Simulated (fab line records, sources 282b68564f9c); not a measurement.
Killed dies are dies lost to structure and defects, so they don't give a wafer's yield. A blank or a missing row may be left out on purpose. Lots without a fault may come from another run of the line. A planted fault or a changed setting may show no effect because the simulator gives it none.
A struck lot beside a sound one | flow rit_cmos | 20 steps out of a route of 202
Sound: wafers L550.1, L550.4, L550.5. Struck: wafers L555.2, L555.4, L555.5. The cause comes at the end.
At each step with rows: each side's tool, then ch and its chambers, then its first start. Under that, the readings that differ: sound wafers | struck wafers | difference of the means | sigmas: that difference in standard deviations of wafers without a fault.
alike: readings whose means differ by less than 2 such deviations, and words and numbers that are the same on both sides. not compared: withheld readings, readings that some wafer has no value for, bounds like >300 that may hide the same value, and numbers for which the record gives no deviation and whose values overlap.
The two part at a step that has a row with sigmas, a row that says differs or no value, or rows on one side only. Numbers that don't overlap but have no deviation are shown without sigmas and don't part them. A reading that every wafer of one side lacks parts them only if that side has two wafers or more.

RIT_ACTIVE_BOW_MEAS_00:
  sound on film_metro-04, day 3 17:00; struck on film_metro-02, day 4 18:01
  alike: INCOMING_BOW
then, 1 step without rows for these wafers: RIT_ACTIVE_OXIDATION_01 (target thk 46.8 nm, ox time 3360 s).
RIT_ACTIVE_THK_MEAS_02:
  sound on film_metro-02, day 3 20:12; struck on film_metro-02, day 4 20:53
  alike: ACTIVE_OXIDE_THK
RIT_ACTIVE_CVD_03: deposits Si3N4 from SiH2Cl2/NH3, target thk 150 nm, time 1500 s.
  sound on lpcvd-02 ch 0, day 3 20:16; struck on lpcvd-02 ch 0, day 4 20:56
  reading                                  | sound             | struck            | difference | sigmas
  model.Si3N4_of_ACTIVE_CVD_03.thk_nm (nm) | 149.6 148.8 149.5 | 251.8 252.5 252.8 | +103.1     |
  alike: nh3_flow_sccm
RIT_ACTIVE_THK_MEAS_04:
  sound on film_metro-03, day 3 22:23; struck on film_metro-02, day 4 22:21
  reading                 | sound             | struck            | difference | sigmas
  ACTIVE_NITRIDE_THK (nm) | 149.4 148.8 149.6 | 252.0 252.5 253.1 | +103.3     | +69
then, 6 steps without rows for these wafers: RIT_ACTIVE_HMDS_05 (prime time 60 s); RIT_ACTIVE_COAT_06 (resist thk 984.1 nm); RIT_ACTIVE_SOFTBAKE_07 (time 60 s); RIT_ACTIVE_EXPOSE_08 (exposes mask M1, target cd 1400 nm); RIT_ACTIVE_PEB_09; RIT_ACTIVE_DEVELOP_10 (develop time 51.79 s).
RIT_ACTIVE_CD_MEAS_11: target cd 1400 nm.
  sound on cd_sem-02, day 3 23:25; struck on cd_sem-02, day 4 23:21
  alike: cd_nm
then, 1 step without rows for these wafers: RIT_ACTIVE_HARDBAKE_12 (time 60 s).
RIT_ACTIVE_ETCH_13: etches Si3N4 in SF6, stops on SiO2, time 210 s, target depth 210 nm.
  sound on rie_diel-04 ch 1,3, day 3 23:41; struck on rie_diel-01 ch 0,3, day 4 23:36
  reading                                       | sound             | struck            | difference | sigmas
  oes_product_au (a.u.)                         | 0.823 0.819 0.813 | 1.031 1.033 0.992 | +0.200     | +17
  model.etch.depth_nm (nm)                      | 149.6 148.8 149.5 | 215.9 215.4 210.9 | +64.8      |
  model.ACTIVE.feature_depth_nm (nm)            | 151.3 148.8 149.5 | 215.9 215.4 210.9 | +64.2      |
  model.SiO2_of_ACTIVE_OXIDATION_01.thk_nm (nm) | 44.54 45.95 45.71 | 47.4 46.19 46.4   | +1.3       |
  alike: drypump_motor_current_A, throttle_valve_pct
  not compared: rf_hours_counter_h
RIT_ACTIVE_STRIP_14: strips in O2, time 180 s.
  sound on plasma_asher-02 ch 1, day 3 23:50; struck on plasma_asher-03 ch 0,1, day 4 23:44
  alike: drypump_motor_current_A, rf_refl_power_W
  not compared: rf_hours_counter_h
RIT_ACTIVE_CD_MEAS_90: target cd 1400 nm.
  sound on cd_sem-01, day 4 00:00; struck on cd_sem-02, day 4 23:56
  alike: cd_nm
then, 1 step without rows for these wafers: RIT_ACTIVE_CLEAN_15 (cleans in SC1, time 600 s).
RIT_ACTIVE_CLEAN_16: cleans in dHF, time 30 s.
  sound on wet_bench-03 ch 3, day 4 00:18; struck on wet_bench-02 ch 2, day 5 00:13
  reading                                  | sound           | struck          | difference | sigmas
  model.Si3N4_of_ACTIVE_CVD_03.thk_nm (nm) | 148.7 148 148.7 | 250.9 251.7 252 | +103.1     |
then, 1 step without rows for these wafers: RIT_ACTIVE_CLEAN_17 (cleans in SC2, time 600 s).
RIT_M1_PROBE_99:
  sound on prober-01, day 5 20:36; struck on prober-02, day 6 18:52
  reading             | sound  | struck      | difference | sigmas
  killed_at_contacts  | 0 0 0  | 0 0 1       | +0         | +2
  killed_at_front_end | 8 4 10 | 264 264 263 | +256       | +95
  killed_dies         | 8 4 10 | 264 264 264 | +257       | +95
  killed_on_rim       | 2 1 1  | 70 70 70    | +69        | +57
  alike: killed_open, killed_short

WHERE THEY PART
First at RIT_ACTIVE_THK_MEAS_04; last, within this record, at RIT_M1_PROBE_99.

WHY: what the simulator had put in
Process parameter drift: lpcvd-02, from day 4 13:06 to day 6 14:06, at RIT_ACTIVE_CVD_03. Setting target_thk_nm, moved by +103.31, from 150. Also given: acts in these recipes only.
